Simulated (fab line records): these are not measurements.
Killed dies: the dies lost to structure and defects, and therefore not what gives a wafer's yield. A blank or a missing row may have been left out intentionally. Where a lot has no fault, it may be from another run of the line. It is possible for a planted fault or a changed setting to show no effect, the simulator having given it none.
Comparing a struck lot with a sound one ; flow rit_cmos ; 21 out of 202 route steps
Sound: wafers L576.2, L576.4, L576.5. The struck wafers were L592.2, L592.3, L592.5. The cause comes at the end.
For every step that has rows: the tool of each side, followed by ch and its chambers, followed by its first start. Under that, the readings that differ: sound wafers ; struck wafers ; difference of the means ; sigmas: that difference in standard deviations of wafers without a fault.
alike: a reading whose means differ by less than 2 such deviations, as well as words and numbers matching on both sides. not compared: withheld readings; readings where some wafer has no value; bounds like >300 that might hide an equal value; numbers whose values overlap and for which the record gives no deviation.
A row with sigmas, a row that says differs or no value, or rows on one side alone: a step with any of these is where the two part. Non-overlapping numbers with no deviation appear without sigmas and do not part them. Lack of a reading on every wafer of one side parts them only where that side has two or more wafers.

first, 1 step without rows for these wafers: RIT_SILICIDE_WET_ETCH_00 (etches SiO2 in BOE, target depth 14 nm, time 15 s).
RIT_SILICIDE_SPUTTER_01: material Ti, target thk 30 nm, time 240 s.
  sound on pvd_sputter-02, day 3 06:19; struck on pvd_sputter-02, day 6 13:54
  alike: throttle_valve_pct
RIT_SILICIDE_RS_MEAS_02: measures by four-point-probe.
  sound on film_metro-02, day 3 06:29; struck on film_metro-04, day 6 14:04
  alike: SILICIDE_TI_RS
RIT_SILICIDE_THK_MEAS_03: measures by xrf.
  sound on film_metro-02, day 3 06:35; struck on film_metro-04, day 6 14:11
  alike: SILICIDE_TI_THK
RIT_SILICIDE_RTA_04: time 10 s, ramp up 5 s, ramp down 5 s.
  sound on rtp_anneal-01 ch 0, day 3 06:39; struck on rtp_anneal-01 ch 0, day 6 14:15
  alike: wafer_temp_C_max
then, 1 step without rows for these wafers: RIT_SILICIDE_WET_ETCH_05 (etches Ti in SPM, time 120 s).
RIT_SILICIDE_RTA_06: time 10 s, ramp up 5 s, ramp down 10 s.
  sound on rtp_anneal-02 ch 0, day 3 06:49; struck on rtp_anneal-02 ch 0, day 6 14:21
  alike: wafer_temp_C_max
RIT_CONTACT_CVD_00: deposits SiO2 from TEOS, target thk 400 nm, time 61 s.
  sound on pecvd-02 ch 0,1,2, day 3 06:52; struck on pecvd-01 ch 0,2, day 6 14:25
  alike: heater_power_w
RIT_CONTACT_THK_MEAS_01:
  sound on film_metro-01, day 3 06:56; struck on film_metro-03, day 6 14:28
  alike: CONTACT_TEOS_THK
then, 3 steps without rows for these wafers: RIT_CONTACT_HMDS_02 (prime time 60 s); RIT_CONTACT_COAT_03 (resist thk 1000 nm); RIT_CONTACT_SOFTBAKE_04 (time 60 s).
RIT_CONTACT_EXPOSE_05: exposes mask M11, target cd 1000 nm.
  sound on iline_stepper-01 ch 0, day 3 07:34; struck on iline_stepper-01 ch 0, day 6 14:59
reading;sound;struck;difference;sigmas
exposure_dose_mJ_cm2;250.15 249.97 249.76;247.07 246.75 246.70;-3.12;-14
  alike: mask, reticle_temp_C
then, 2 steps without rows for these wafers: RIT_CONTACT_PEB_06; RIT_CONTACT_DEVELOP_07 (develop time 120 s).
RIT_CONTACT_CD_MEAS_08 targets a cd of 1000 nm.
  sound on cd_sem-02, day 3 08:05; struck on cd_sem-01, day 6 15:31
reading;sound;struck;difference;sigmas
cd_nm (nm);997.1 997.8 998.5;1012.8 1019.4 1030.2;+23.0;+10
RIT_CONTACT_OVL_MEAS_09:
  sound on overlay-02, day 3 08:11; struck on overlay-02, day 6 15:37
  alike: CONTACT_OVL
then, 1 step without rows for these wafers: RIT_CONTACT_HARDBAKE_10 (time 60 s).
RIT_CONTACT_ETCH_11: etches SiO2 in CHF3/CF4/Ar, stops on TiSi2, target depth 480 nm, time 320 s.
  sound on rie_diel-03 ch 0,2,3, day 3 08:22; struck on rie_diel-03 ch 2,3, day 6 15:49
reading;sound;struck;difference;sigmas
model.CONTACT.cd_nm (nm);996.7 998.1 998.5;1013 1019 1030;+23;
  alike: drypump_motor_current_A, oes_product_au, throttle_valve_pct
  not compared: rf_hours_counter_h
RIT_CONTACT_STRIP_12: strips in O2, time 180 s.
  sound on plasma_asher-04 ch 0,1, day 3 08:34; struck on plasma_asher-03 ch 0, day 6 16:01
  alike: drypump_motor_current_A
  not compared: rf_hours_counter_h
RIT_M1_PROBE_99:
  sound on prober-01, day 3 13:35; struck on prober-01, day 6 20:47
reading;sound;struck;difference;sigmas
model.etest.contact_to_gate.bv_right_v (V);91.16 92.63 90.15;89.45 87.05 81.9;-5.18;
model.etest.contact_to_gate.bv_left_v (V);91.76 92.38 91.6;87.23 87 82.87;-6.21;
  alike: killed_at_M0_to_M3, killed_at_front_end, killed_dies, killed_on_rim, killed_open, killed_short

== WHERE THEY PART ==
At RIT_CONTACT_EXPOSE_05 first; at RIT_CONTACT_CD_MEAS_08 last (within this record only). Later steps at which nothing parts them and some readings are alike: RIT_CONTACT_OVL_MEAS_09, RIT_CONTACT_ETCH_11, RIT_CONTACT_STRIP_12, RIT_M1_PROBE_99.

WHY: the cause the simulator had injected
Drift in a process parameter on iline_stepper-01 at RIT_CONTACT_EXPOSE_05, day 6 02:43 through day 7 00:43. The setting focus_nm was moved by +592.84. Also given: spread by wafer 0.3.
